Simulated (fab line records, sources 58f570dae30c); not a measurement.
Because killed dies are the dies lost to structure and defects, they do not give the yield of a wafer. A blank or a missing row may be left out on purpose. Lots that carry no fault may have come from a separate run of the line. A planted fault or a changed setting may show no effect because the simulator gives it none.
Which tool did it? | flow berkeley-cmos170 | 15 lots, 45 wafers sampled, at 4 steps of a route of 331

## WHAT THE GAUGES READ, wafer by wafer
UCB170_V1_OVL_MEAS_13. Usual: V1_OVL typically reads 2 nm, with standard deviation 4.4.
lot  | measured     | on         | V1_OVL (nm) | flag
L675 | day 7 19:41  | overlay-01 | 5 -4 -3     |
L678 | day 7 22:03  | overlay-02 | 4 7 1       |
L677 | day 7 20:06  | overlay-01 | 0 -2 11     |
L679 | day 8 02:36  | overlay-01 | 2 -2 0      |
L681 | day 8 02:53  | overlay-01 | 2 2 10      |
L692 | day 11 10:20 | overlay-02 | 5 11 7      |
L693 | day 11 12:24 | overlay-01 | -5 -1 2     |
L694 | day 11 10:41 | overlay-02 | 4 2 2       |
L695 | day 11 10:58 | overlay-01 | -2 -1 -4    |
L696 | day 11 10:27 | overlay-02 | 9 1 6       |
L697 | day 11 10:24 | overlay-01 | 1 2 -5      |
L698 | day 11 13:14 | overlay-02 | 7 11 10     |

UCB170_M3_OVL_MEAS_16. Usual: M3_OVL typically reads -2 nm, with standard deviation 5.9.
lot  | measured     | on         | M3_OVL (nm) | flag
L675 | day 8 04:30  | overlay-01 | -2 -3 -7    |
L678 | day 8 07:57  | overlay-02 | 6 8 4       |
L677 | day 8 06:39  | overlay-02 | 7 4 8       |
L679 | day 8 14:14  | overlay-02 | 4 5 7       |
L681 | day 8 14:51  | overlay-02 | -6 -8 -5    |
L692 | day 12 00:25 | overlay-01 | -1 -14 -2   |
L693 | day 12 01:12 | overlay-02 | -9 -4 -10   |
L694 | day 12 01:01 | overlay-02 | -10 -7 -12  |
L695 | day 12 01:03 | overlay-01 | 3 3 1       |
L696 | day 12 00:56 | overlay-01 | -4 -8 1     |
L697 | day 12 00:41 | overlay-02 | -1 -13 -8   |
L698 | day 12 01:18 | overlay-01 | 1 -7 6      |

## WHICH TOOL RAN EACH LOT (tool, then ch and the chambers of the sampled wafers, then the start)
lot  | UCB170_PWELL_STRIP_16               | UCB170_M1_ETCH_11
L675 | plasma-asher-02 ch 0,1, day 3 01:34 | rie-diel-04 ch 2,3, day 7 15:05
L678 | plasma-asher-01 ch 0,1, day 3 11:01 | rie-diel-01 ch 0,1,2, day 7 15:50
L677 | plasma-asher-02 ch 0, day 3 11:10   | rie-diel-03 ch 0,3, day 7 15:34
L679 | plasma-asher-02 ch 0,1, day 3 15:15 | rie-diel-01 ch 1,2,3, day 7 20:47
L681 | plasma-asher-03 ch 0,1, day 4 00:38 | rie-diel-03 ch 0,1,3, day 7 20:31
L683 | plasma-asher-02 ch 0,1, day 4 18:27 | -
L684 | plasma-asher-02 ch 0,1, day 4 18:50 | -
L685 | plasma-asher-01 ch 0,1, day 5 00:00 | -
L692 | plasma-asher-01 ch 0,1, day 7 02:32 | rie-diel-04 ch 0,1,2, day 11 04:07
L693 | plasma-asher-02 ch 0,1, day 7 02:41 | rie-diel-01 ch 1,2,3, day 11 05:08
L694 | plasma-asher-03 ch 0,1, day 7 02:46 | rie-diel-01 ch 0,1,2, day 11 02:24
L695 | plasma-asher-01 ch 0,1, day 7 03:03 | rie-diel-01 ch 0,1,3, day 11 03:35
L696 | plasma-asher-03 ch 0,1, day 7 08:26 | rie-diel-01 ch 1,2,3, day 11 01:26
L697 | plasma-asher-01 ch 0,1, day 7 08:34 | rie-diel-01 ch 1,2,3, day 11 03:52
L698 | plasma-asher-02 ch 0,1, day 7 22:28 | rie-diel-04 ch 0,1,2, day 11 05:28
- UCB170_PWELL_STRIP_16: strips in O2.
- UCB170_M1_ETCH_11: etches BARC in N2/H2.

## AS READ BY THE TOOLS THEMSELVES (means over the sampled wafers that have a number; for cases with no such wafer, the mark the record gives instead)
UCB170_PWELL_STRIP_16. Usual: chamber-pressure-mTorr 3500 mTorr, standard deviation 3.1; drypump-motor-current-A 5.7 A, standard deviation 0.38; oes-product-au 0.721 a.u., standard deviation 0.0047; strip-time-to-endpoint-s 18.06 s, standard deviation 0.088.
lot  | tool            | chamber-pressure-mTorr (mTorr) | drypump-motor-current-A (A) | oes-product-au (a.u.) | strip-time-to-endpoint-s (s) | flag
L675 | plasma-asher-02 | 3497                           | 6.0                         | 0.725                 | 18.03                        |
L678 | plasma-asher-01 | 3501                           | 5.6                         | 0.721                 | 18.11                        |
L677 | plasma-asher-02 | 3502                           | 6.2                         | 0.723                 | 18.05                        |
L679 | plasma-asher-02 | 3500                           | 6.0                         | 0.717                 | 18.04                        |
L681 | plasma-asher-03 | 3499                           | 6.0                         | 0.722                 | 17.96                        |
L683 | plasma-asher-02 | -                              | -                           | -                     | -                            | OFF
L684 | plasma-asher-02 | -                              | -                           | -                     | -                            | OFF
L685 | plasma-asher-01 | -                              | -                           | -                     | -                            | OFF
L692 | plasma-asher-01 | 3500                           | 5.3                         | 0.721                 | 18.08                        |
L693 | plasma-asher-02 | 3498                           | 5.8                         | 0.719                 | 18.20                        |
L694 | plasma-asher-03 | 3504                           | 5.8                         | 0.722                 | 18.09                        |
L695 | plasma-asher-01 | 3501                           | 5.3                         | 0.720                 | 17.94                        |
L696 | plasma-asher-03 | 3499                           | 5.9                         | 0.721                 | 18.04                        |
L697 | plasma-asher-01 | 3499                           | 5.4                         | 0.721                 | 18.18                        |
L698 | plasma-asher-02 | 3500                           | 6.0                         | 0.718                 | 18.12                        |

UCB170_M1_ETCH_11. Usual: drypump-motor-current-A 5.8 A, standard deviation 0.42; oes-product-au 1.002 a.u., standard deviation 0.015; throttle-valve-pct 13.23 %, standard deviation 0.14.
lot  | tool        | drypump-motor-current-A (A) | oes-product-au (a.u.) | throttle-valve-pct (%) | flag
L675 | rie-diel-04 | 6.1                         | 0.997                 | 13.36                  |
L678 | rie-diel-01 | 5.8                         | 1.007                 | 13.16                  |
L677 | rie-diel-03 | 5.5                         | 1.002                 | 13.36                  |
L679 | rie-diel-01 | 5.8                         | 1.014                 | 13.16                  |
L681 | rie-diel-03 | 5.3                         | 0.998                 | 13.42                  |
L692 | rie-diel-04 | 6.3                         | 0.987                 | 13.19                  |
L693 | rie-diel-01 | 5.8                         | 1.024                 | 13.17                  |
L694 | rie-diel-01 | 5.9                         | 1.013                 | 13.19                  |
L695 | rie-diel-01 | 5.7                         | 1.006                 | 13.10                  |
L696 | rie-diel-01 | 5.8                         | 1.016                 | 13.16                  |
L697 | rie-diel-01 | 5.8                         | 1.021                 | 13.16                  |
L698 | rie-diel-04 | 6.3                         | 0.986                 | 13.18                  |

## THE ANSWER, worked out from the rows above alone
Rule: take the mean of a lot's wafers that have a number; if it is more than 3 standard deviations from the usual mean, the lot is off. Also off: a lot with no number at a reading for which 4 or more lots have one. Where the step has rows for the other lots, those lots are counted as sound. After the gauges, taken in route order, come the tools' own readings; for these a lot's mean is taken, as printed above. The first step at which some lot is off is used, and at that step the reading that is off furthest; a lot without a number counts as furthest.
Off: L683, L684, L685 (UCB170_PWELL_STRIP_16, chamber-pressure-mTorr). Without a number there: L683, L684, L685.
A tool fits if, at that step or a process step before it, it ran every lot that is off, and no sound lot after the first of them. None of those tried fits.

## WHAT THE SIMULATOR HAD INSERTED
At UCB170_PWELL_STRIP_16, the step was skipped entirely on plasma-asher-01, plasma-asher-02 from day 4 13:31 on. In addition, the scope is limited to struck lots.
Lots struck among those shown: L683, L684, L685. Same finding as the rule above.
